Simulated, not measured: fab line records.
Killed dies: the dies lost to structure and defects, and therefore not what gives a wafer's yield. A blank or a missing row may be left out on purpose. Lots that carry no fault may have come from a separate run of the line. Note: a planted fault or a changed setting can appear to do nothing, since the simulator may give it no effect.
Problem report in the 8D (eight disciplines) form, filled by code    flow rit-cmos    the parts of the form that need people (team, actions taken, sign-off) are left out

1. WHAT IS WRONG
At RIT_GATE_ETCH_19, oes-product-au averages 0.936 a.u. over 6 wafers from 2 lots, while fault-free wafers read 0.843 a.u., standard deviation 0.013. That is +7.1 standard deviations from the usual mean.
The step: etches poly-Si in SF6/CHF3/O2, stops on SiO2, time 165 s, target depth 312.5 nm.
The first sign was on wafer L844.2 at day 5 13:19, on rie-si-02. The record holds 42 wafers of 14 lots with a number at this step. Rule for "out" (also "out of limits"): further than 4 standard deviations from the usual mean. All remaining wafers that have a number are taken as sound.

2. WHAT IT IS; WHAT IT IS NOT
question                     is                      is not
which readings at this step  oes-product-au          drypump-motor-current-A, throttle-valve-pct
which lots                   L844, L846              L830, L831, L832, L833, L834, L837, L838, L840, L841, L842, L843, L853
which wafers of those lots   all that have a number  -
read on which tools          rie-si-02               rie-si-01
when                         from day 5 13:19        up to then (33 sound wafers); but 3 sound wafers of L853 came after

3. WHAT RULES OUT EACH SUSPECT
Counting: a tool at a process step up to the reading stays a suspect if it ran every lot that is out and no sound lot after the first of them.
- rie-si-02 at RIT_GATE_ETCH_19 (etches poly-Si in SF6/CHF3/O2, stops on SiO2, time 165 s, target depth 312.5 nm): kept. All lots that are out passed through it, beginning with L844 at day 5 13:19, and no sound lot followed; its final sound lot before that point was L842 at day 5 02:20. Out on those wafers are its own readings of oes-product-au.
Left after counting: rie-si-02 at RIT_GATE_ETCH_19.

4. THE CAUSE (what the simulator had put in)
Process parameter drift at RIT_GATE_ETCH_19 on rie-si-02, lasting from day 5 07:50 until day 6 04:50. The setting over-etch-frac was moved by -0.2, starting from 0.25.
Counting left only this tool.

5. SEQUENCE OF EFFECTS, ordered by route
Rows list readings where the struck wafers' mean (over those with a number) sits beyond 3 standard deviations from the usual. Only readings for which the record gives a usual standard deviation are gone through. hours: the time from each lot's start at the first step in this table that gives one to its start at this step, as a median over the lots. sigmas: the change in usual standard deviations.
hours  step              reading         usual       on struck wafers  change  sigmas
0      RIT_GATE_ETCH_19  oes-product-au  0.843 a.u.  0.936             +0.093  +7.1
The process steps in it:
- RIT_GATE_ETCH_19: etches poly-Si in SF6/CHF3/O2, stops on SiO2, time 165 s, target depth 312.5 nm.
Later steps that measure or inspect, where all struck wafers having a row at the step show a number for every such reading and not one has moved that far: RIT_SDANNEAL_RS_MEAS_04.

6. WHAT WOULD HAVE CAUGHT IT SOONER
The fault began at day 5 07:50; the first out-of-limits reading in this record came at day 5 13:19, 5 hours later.
